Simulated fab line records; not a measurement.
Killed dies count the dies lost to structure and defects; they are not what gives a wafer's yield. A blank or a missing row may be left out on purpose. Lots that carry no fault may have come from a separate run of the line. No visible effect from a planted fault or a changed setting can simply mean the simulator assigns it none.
The tool behind it: which one? || flow berkeley-cmos170 || Sampling: 13 lots, 39 wafers, 4 of 331 route steps

== WHAT EACH GAUGE READ, for each wafer ==
UCB170_SILICIDE_THK_MEAS_03: measures by xrf. Usual: SILICIDE_TI_THK 29.8 nm, standard deviation 0.4.
{"lot": "L731", "measured": "day 8 13:58", "on": "film-metro-02", "SILICIDE_TI_THK (nm)": "29.8 30.0 29.6", "flag": ""}
{"lot": "L733", "measured": "day 8 17:39", "on": "film-metro-04", "SILICIDE_TI_THK (nm)": "29.9 29.9 29.4", "flag": ""}
{"lot": "L732", "measured": "day 8 18:13", "on": "film-metro-02", "SILICIDE_TI_THK (nm)": "29.8 29.7 30.0", "flag": ""}
{"lot": "L736", "measured": "day 9 04:25", "on": "film-metro-04", "SILICIDE_TI_THK (nm)": "29.7 29.7 29.9", "flag": ""}
{"lot": "L735", "measured": "day 9 04:55", "on": "film-metro-01", "SILICIDE_TI_THK (nm)": "30.0 30.1 29.9", "flag": ""}
{"lot": "L740", "measured": "day 10 02:10", "on": "film-metro-04", "SILICIDE_TI_THK (nm)": "29.7 29.5 29.1", "flag": ""}
{"lot": "L739", "measured": "day 10 02:22", "on": "film-metro-04", "SILICIDE_TI_THK (nm)": "30.0 30.3 30.0", "flag": ""}
{"lot": "L743", "measured": "day 10 19:16", "on": "film-metro-04", "SILICIDE_TI_THK (nm)": "29.9 29.9 29.5", "flag": ""}
{"lot": "L746", "measured": "day 11 08:34", "on": "film-metro-04", "SILICIDE_TI_THK (nm)": "30.0 30.0 30.2", "flag": ""}
{"lot": "L745", "measured": "day 11 08:49", "on": "film-metro-04", "SILICIDE_TI_THK (nm)": "30.0 29.4 30.1", "flag": ""}
{"lot": "L752", "measured": "day 12 10:17", "on": "film-metro-04", "SILICIDE_TI_THK (nm)": "29.7 30.1 29.9", "flag": ""}
{"lot": "L753", "measured": "day 12 10:38", "on": "film-metro-01", "SILICIDE_TI_THK (nm)": "29.9 30.5 29.9", "flag": ""}
{"lot": "L754", "measured": "day 12 21:50", "on": "film-metro-04", "SILICIDE_TI_THK (nm)": "29.1 29.2 29.6", "flag": ""}

UCB170_M1_RS_MEAS_01: measures by four-point-probe. Usual: M1_AL_RS 0.0482 ohm/sq, standard deviation 0.0005.
{"lot": "L731", "measured": "day 8 19:19", "on": "film-metro-03", "M1_AL_RS (ohm/sq)": "0.0484 0.0486 0.0485", "flag": ""}
{"lot": "L733", "measured": "day 8 22:23", "on": "film-metro-02", "M1_AL_RS (ohm/sq)": "0.0487 0.0486 0.0478", "flag": ""}
{"lot": "L732", "measured": "day 8 23:08", "on": "film-metro-02", "M1_AL_RS (ohm/sq)": "0.0485 0.0482 0.0480", "flag": ""}
{"lot": "L736", "measured": "day 9 11:17", "on": "film-metro-02", "M1_AL_RS (ohm/sq)": "0.0488 0.0486 0.0494", "flag": ""}
{"lot": "L735", "measured": "day 9 13:14", "on": "film-metro-03", "M1_AL_RS (ohm/sq)": "0.0487 0.0479 0.0481", "flag": ""}
{"lot": "L740", "measured": "day 10 07:00", "on": "film-metro-03", "M1_AL_RS (ohm/sq)": "0.0486 0.0485 0.0486", "flag": ""}
{"lot": "L739", "measured": "day 10 07:42", "on": "film-metro-03", "M1_AL_RS (ohm/sq)": "0.0474 0.0476 0.0477", "flag": ""}
{"lot": "L743", "measured": "day 11 01:51", "on": "film-metro-01", "M1_AL_RS (ohm/sq)": "0.0480 0.0479 0.0479", "flag": ""}
{"lot": "L746", "measured": "day 11 14:01", "on": "film-metro-01", "M1_AL_RS (ohm/sq)": "0.0477 0.0472 0.0478", "flag": ""}
{"lot": "L745", "measured": "day 11 15:53", "on": "film-metro-02", "M1_AL_RS (ohm/sq)": "0.0493 0.0483 0.0488", "flag": ""}
{"lot": "L752", "measured": "day 12 17:25", "on": "film-metro-01", "M1_AL_RS (ohm/sq)": "0.0478 0.0473 0.0478", "flag": ""}
{"lot": "L753", "measured": "day 12 19:07", "on": "film-metro-01", "M1_AL_RS (ohm/sq)": "0.0488 0.0487 0.0485", "flag": ""}
{"lot": "L754", "measured": "day 13 02:30", "on": "film-metro-01", "M1_AL_RS (ohm/sq)": "0.0483 0.0477 0.0479", "flag": ""}

== TOOL THAT RAN EACH LOT (tool first, then ch and the chambers of the sampled wafers, then the start) ==
{"lot": "L731", "UCB170_PLDD_STRIP_10": "plasma-asher-02 ch 0,1, day 7 16:10", "UCB170_CONTACT_ETCH_17": "rie-diel-04 ch 1,3, day 8 18:29"}
{"lot": "L733", "UCB170_PLDD_STRIP_10": "plasma-asher-02 ch 0,1, day 8 02:06", "UCB170_CONTACT_ETCH_17": "rie-diel-04 ch 1,2, day 8 21:45"}
{"lot": "L732", "UCB170_PLDD_STRIP_10": "plasma-asher-01 ch 0,1, day 8 02:56", "UCB170_CONTACT_ETCH_17": "rie-diel-01 ch 0,1, day 8 22:18"}
{"lot": "L736", "UCB170_PLDD_STRIP_10": "plasma-asher-04 ch 0,1, day 8 11:22", "UCB170_CONTACT_ETCH_17": "rie-diel-04 ch 0,1,3, day 9 10:34"}
{"lot": "L735", "UCB170_PLDD_STRIP_10": "plasma-asher-04 ch 0,1, day 8 11:58", "UCB170_CONTACT_ETCH_17": "rie-diel-03 ch 0,1,2, day 9 12:16"}
{"lot": "L740", "UCB170_PLDD_STRIP_10": "plasma-asher-01 ch 0,1, day 9 11:01", "UCB170_CONTACT_ETCH_17": "rie-diel-04 ch 1,2,3, day 10 06:22"}
{"lot": "L739", "UCB170_PLDD_STRIP_10": "plasma-asher-04 ch 0,1, day 9 12:27", "UCB170_CONTACT_ETCH_17": "rie-diel-01 ch 1,3, day 10 07:02"}
{"lot": "L743", "UCB170_PLDD_STRIP_10": "plasma-asher-01 ch 0,1, day 10 03:28", "UCB170_CONTACT_ETCH_17": "rie-diel-01 ch 0,2, day 11 01:11"}
{"lot": "L746", "UCB170_PLDD_STRIP_10": "plasma-asher-02 ch 0, day 10 16:26", "UCB170_CONTACT_ETCH_17": "rie-diel-01 ch 0,2, day 11 13:23"}
{"lot": "L745", "UCB170_PLDD_STRIP_10": "plasma-asher-01 ch 0,1, day 10 16:33", "UCB170_CONTACT_ETCH_17": "rie-diel-01 ch 0,1,3, day 11 15:11"}
{"lot": "L752", "UCB170_PLDD_STRIP_10": "plasma-asher-04 ch 0,1, day 11 18:01", "UCB170_CONTACT_ETCH_17": "rie-diel-04 ch 2,3, day 12 15:03"}
{"lot": "L753", "UCB170_PLDD_STRIP_10": "plasma-asher-01 ch 0,1, day 11 18:19", "UCB170_CONTACT_ETCH_17": "rie-diel-01 ch 0,2, day 12 18:27"}
{"lot": "L754", "UCB170_PLDD_STRIP_10": "plasma-asher-01 ch 0,1, day 12 06:38", "UCB170_CONTACT_ETCH_17": "rie-diel-04 ch 0,1,3, day 13 01:52"}
- UCB170_PLDD_STRIP_10: strips in O2.
- UCB170_CONTACT_ETCH_17: etches BARC in N2/H2.

== AS READ BY THE TOOLS THEMSELVES (means over the sampled wafers that have a number; for cases with no such wafer, the mark the record gives instead) ==
UCB170_PLDD_STRIP_10. Usual: drypump-motor-current-A 5.9 A, standard deviation 0.45; oes-product-au 0.734 a.u., standard deviation 0.0044; strip-time-to-endpoint-s 21.65 s, standard deviation 0.066.
{"lot": "L731", "tool": "plasma-asher-02", "drypump-motor-current-A (A)": 6.3, "oes-product-au (a.u.)": 0.734, "strip-time-to-endpoint-s (s)": 21.74, "flag": ""}
{"lot": "L733", "tool": "plasma-asher-02", "drypump-motor-current-A (A)": 6.2, "oes-product-au (a.u.)": 0.735, "strip-time-to-endpoint-s (s)": 21.60, "flag": ""}
{"lot": "L732", "tool": "plasma-asher-01", "drypump-motor-current-A (A)": 5.9, "oes-product-au (a.u.)": 0.731, "strip-time-to-endpoint-s (s)": 21.64, "flag": ""}
{"lot": "L736", "tool": "plasma-asher-04", "drypump-motor-current-A (A)": 5.4, "oes-product-au (a.u.)": 0.732, "strip-time-to-endpoint-s (s)": 21.67, "flag": ""}
{"lot": "L735", "tool": "plasma-asher-04", "drypump-motor-current-A (A)": 5.3, "oes-product-au (a.u.)": 0.738, "strip-time-to-endpoint-s (s)": 21.73, "flag": ""}
{"lot": "L740", "tool": "plasma-asher-01", "drypump-motor-current-A (A)": 6.2, "oes-product-au (a.u.)": 0.736, "strip-time-to-endpoint-s (s)": 21.71, "flag": ""}
{"lot": "L739", "tool": "plasma-asher-04", "drypump-motor-current-A (A)": 5.4, "oes-product-au (a.u.)": 0.736, "strip-time-to-endpoint-s (s)": 21.72, "flag": ""}
{"lot": "L743", "tool": "plasma-asher-01", "drypump-motor-current-A (A)": 5.9, "oes-product-au (a.u.)": 0.734, "strip-time-to-endpoint-s (s)": 21.62, "flag": ""}
{"lot": "L746", "tool": "plasma-asher-02", "drypump-motor-current-A (A)": 6.4, "oes-product-au (a.u.)": 0.732, "strip-time-to-endpoint-s (s)": 21.60, "flag": ""}
{"lot": "L745", "tool": "plasma-asher-01", "drypump-motor-current-A (A)": 5.9, "oes-product-au (a.u.)": 0.734, "strip-time-to-endpoint-s (s)": 21.71, "flag": ""}
{"lot": "L752", "tool": "plasma-asher-04", "drypump-motor-current-A (A)": 5.4, "oes-product-au (a.u.)": 0.737, "strip-time-to-endpoint-s (s)": 21.59, "flag": ""}
{"lot": "L753", "tool": "plasma-asher-01", "drypump-motor-current-A (A)": 6.1, "oes-product-au (a.u.)": 0.733, "strip-time-to-endpoint-s (s)": 21.57, "flag": ""}
{"lot": "L754", "tool": "plasma-asher-01", "drypump-motor-current-A (A)": 5.9, "oes-product-au (a.u.)": 0.737, "strip-time-to-endpoint-s (s)": 21.58, "flag": ""}

UCB170_CONTACT_ETCH_17. Usual: chamber-pressure-mTorr 29.997 mTorr, standard deviation 0.024; drypump-motor-current-A 5.4 A, standard deviation 0.54; n2-flow-sccm 100.02 sccm, standard deviation 0.28; oes-product-au 0.993 a.u., standard deviation 0.027; throttle-valve-pct 13.36 %, standard deviation 0.17.
{"lot": "L731", "tool": "rie-diel-04", "chamber-pressure-mTorr (mTorr)": 29.969, "drypump-motor-current-A (A)": 5.3, "n2-flow-sccm (sccm)": 99.58, "oes-product-au (a.u.)": 0.985, "throttle-valve-pct (%)": 13.40, "flag": ""}
{"lot": "L733", "tool": "rie-diel-04", "chamber-pressure-mTorr (mTorr)": 29.995, "drypump-motor-current-A (A)": 5.2, "n2-flow-sccm (sccm)": 99.92, "oes-product-au (a.u.)": 0.984, "throttle-valve-pct (%)": 13.37, "flag": ""}
{"lot": "L732", "tool": "rie-diel-01", "chamber-pressure-mTorr (mTorr)": 29.988, "drypump-motor-current-A (A)": 5.9, "n2-flow-sccm (sccm)": 100.29, "oes-product-au (a.u.)": 1.003, "throttle-valve-pct (%)": 13.15, "flag": ""}
{"lot": "L736", "tool": "rie-diel-04", "chamber-pressure-mTorr (mTorr)": 30.018, "drypump-motor-current-A (A)": 5.2, "n2-flow-sccm (sccm)": 99.95, "oes-product-au (a.u.)": 0.976, "throttle-valve-pct (%)": 13.37, "flag": ""}
{"lot": "L735", "tool": "rie-diel-03", "chamber-pressure-mTorr (mTorr)": 30.001, "drypump-motor-current-A (A)": 6.1, "n2-flow-sccm (sccm)": 100.13, "oes-product-au (a.u.)": 1.011, "throttle-valve-pct (%)": 13.26, "flag": ""}
{"lot": "L740", "tool": "rie-diel-04", "chamber-pressure-mTorr (mTorr)": 34.973, "drypump-motor-current-A (A)": 5.2, "n2-flow-sccm (sccm)": 100.26, "oes-product-au (a.u.)": 0.958, "throttle-valve-pct (%)": 13.36, "flag": "OFF"}
{"lot": "L739", "tool": "rie-diel-01", "chamber-pressure-mTorr (mTorr)": 29.996, "drypump-motor-current-A (A)": 5.0, "n2-flow-sccm (sccm)": 99.94, "oes-product-au (a.u.)": 0.997, "throttle-valve-pct (%)": 13.49, "flag": ""}
{"lot": "L743", "tool": "rie-diel-01", "chamber-pressure-mTorr (mTorr)": 30.004, "drypump-motor-current-A (A)": 6.2, "n2-flow-sccm (sccm)": 100.40, "oes-product-au (a.u.)": 1.016, "throttle-valve-pct (%)": 13.27, "flag": ""}
{"lot": "L746", "tool": "rie-diel-01", "chamber-pressure-mTorr (mTorr)": 29.974, "drypump-motor-current-A (A)": 6.1, "n2-flow-sccm (sccm)": 99.81, "oes-product-au (a.u.)": 1.021, "throttle-valve-pct (%)": 13.40, "flag": ""}
{"lot": "L745", "tool": "rie-diel-01", "chamber-pressure-mTorr (mTorr)": 29.997, "drypump-motor-current-A (A)": 5.5, "n2-flow-sccm (sccm)": 100.15, "oes-product-au (a.u.)": 0.993, "throttle-valve-pct (%)": 13.31, "flag": ""}
{"lot": "L752", "tool": "rie-diel-04", "chamber-pressure-mTorr (mTorr)": 29.987, "drypump-motor-current-A (A)": 5.2, "n2-flow-sccm (sccm)": 100.26, "oes-product-au (a.u.)": 0.974, "throttle-valve-pct (%)": 13.36, "flag": ""}
{"lot": "L753", "tool": "rie-diel-01", "chamber-pressure-mTorr (mTorr)": 30.004, "drypump-motor-current-A (A)": 6.2, "n2-flow-sccm (sccm)": 99.84, "oes-product-au (a.u.)": 1.012, "throttle-valve-pct (%)": 13.26, "flag": ""}
{"lot": "L754", "tool": "rie-diel-04", "chamber-pressure-mTorr (mTorr)": 30.010, "drypump-motor-current-A (A)": 5.2, "n2-flow-sccm (sccm)": 99.88, "oes-product-au (a.u.)": 0.972, "throttle-valve-pct (%)": 13.37, "flag": ""}

== THE ANSWER, worked out from the rows above alone ==
Rule: a lot is off if the mean of its wafers that have a number lies more than 3 standard deviations from the usual mean. Also off: a lot with no number at a reading for which 4 or more lots have one. Any other lot the step has rows for is counted as sound. First the gauges in route order, then the tools' own readings, where a lot's mean is used as printed above. At the first step where some lot is off, the reading lying furthest off is the one used; lots without a number count as furthest.
Off, at UCB170_CONTACT_ETCH_17 on chamber-pressure-mTorr: L740.
If a tool, at that step or one of the process steps before it, ran each lot that is off and ran no sound lot following the first of them, it fits. No candidate that was tried fits.

== WHAT THE SIMULATOR HAD INSERTED ==
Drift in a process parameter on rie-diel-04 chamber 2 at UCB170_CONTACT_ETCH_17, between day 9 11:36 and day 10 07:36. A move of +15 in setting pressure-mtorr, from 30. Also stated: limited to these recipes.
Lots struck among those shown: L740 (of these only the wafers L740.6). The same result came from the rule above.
